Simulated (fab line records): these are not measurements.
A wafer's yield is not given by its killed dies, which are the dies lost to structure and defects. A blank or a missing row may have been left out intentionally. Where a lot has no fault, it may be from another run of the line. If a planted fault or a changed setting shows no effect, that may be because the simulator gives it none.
A lot that was struck, set against a sound lot / flow berkeley_cmos170 / 16 steps out of a route of 331
Sound: these wafers, L595.2, L595.4, L595.6. The struck wafers were L608.2, L608.5, L608.6. Last of all comes the cause.
Per side, at each step with rows, come the tool, then ch with its chambers, and then its first start. Under that, the readings that differ: sound wafers / struck wafers / difference of the means / sigmas: that difference in standard deviations of wafers without a fault.
alike: words and numbers the same on both sides, and readings whose means are apart by under 2 such deviations; not compared: readings that were withheld, readings missing a value for some wafer, numbers with overlapping values and no deviation given by the record, and bounds like >300 which may hide the same value.
The two part at a step that has a row with sigmas, a row that says differs or no value, or rows on one side only. Non-overlapping numbers with no deviation appear without sigmas and do not part them. A reading missing from all wafers of one side parts the sides only when that side holds two or more wafers.

UCB170_PWELL_THK_MEAS_03:
  sound on film_metro-04, day 3 11:31; struck on film_metro-01, day 5 21:43
  alike: PWELL_OXIDE_THK
then, 2 steps without rows for these wafers: UCB170_PWELL_ANNEAL_04 (time 900 s); UCB170_PWELL_CVD_05 (deposits Si3N4 from SiH2Cl2/NH3, target thk 220 nm, time 3300 s).
UCB170_PWELL_THK_MEAS_06:
  sound on film_metro-02, day 3 16:37; struck on film_metro-04, day 6 02:34
reading=PWELL_NITRIDE_THK (nm); sound=230.1 232.6 232.0; struck=227.6 225.8 225.8; difference=-5.2; sigmas=-3
then, 6 steps without rows for these wafers: UCB170_PWELL_HMDS_07 (prime time 60 s); UCB170_PWELL_COAT_08 (resist thk 900 nm); UCB170_PWELL_SOFTBAKE_09 (time 60 s); UCB170_PWELL_EXPOSE_10 (exposes mask PWELL, target cd 3000 nm); UCB170_PWELL_PEB_11; UCB170_PWELL_DEVELOP_12 (develop time 45 s).
UCB170_PWELL_OVL_MEAS_13:
  sound on overlay-02, day 3 18:10; struck on overlay-01, day 6 03:49
  alike: PWELL_OVL
UCB170_PWELL_ETCH_14: etches Si3N4 in CH3F/Ar/O2, stops on SiO2, target depth 242 nm, time 151 s.
  sound on rie_diel-01 ch 1,2,3, day 3 18:12; struck on rie_diel-04 ch 1,2,3, day 6 03:51
reading=oes_product_au (a.u.); sound=0.966 0.975 1.002; struck=0.948 0.938 0.942; difference=-0.038; sigmas=-2
  alike: drypump_motor_current_A, throttle_valve_pct
  not compared: rf_hours_counter_h
UCB170_PWELL_IMPLANT_15:
  sound on implanter-03 ch 0, day 3 18:20; struck on implanter-04 ch 0, day 6 03:59
reading=implant_ion_amu; sound=11 11 11; struck=31 31 31; difference=+20; sigmas=
reading=model.implant.rp_nm (nm); sound=193 193 193; struck=70.02 70.02 70.02; difference=-122.98; sigmas=
reading=model.implant.drp_nm (nm); sound=64.7 64.7 64.7; struck=29.74 29.74 29.74; difference=-34.96; sigmas=
UCB170_PWELL_STRIP_16: strips in O2.
  sound on plasma_asher-04 ch 0,1, day 3 18:27; struck on plasma_asher-04 ch 0,1, day 6 04:06
  alike: drypump_motor_current_A, o2_flow_sccm, oes_product_au, strip_time_to_endpoint_s
  not compared: rf_hours_counter_h
UCB170_PWELL_TW_MEAS_17:
  sound on film_metro-04, day 3 18:34; struck on film_metro-01, day 6 04:13
reading=PWELL_TW; sound=382 383 381; struck=813 813 810; difference=+430; sigmas=+99 or more
then, 1 step without rows for these wafers: UCB170_PWELL_CLEAN_18 (cleans in SPM, time 600 s).

WHERE THEY PART
At UCB170_PWELL_THK_MEAS_06 first; at UCB170_PWELL_TW_MEAS_17 last (within this record only).

WHY: what had been put in by the simulator
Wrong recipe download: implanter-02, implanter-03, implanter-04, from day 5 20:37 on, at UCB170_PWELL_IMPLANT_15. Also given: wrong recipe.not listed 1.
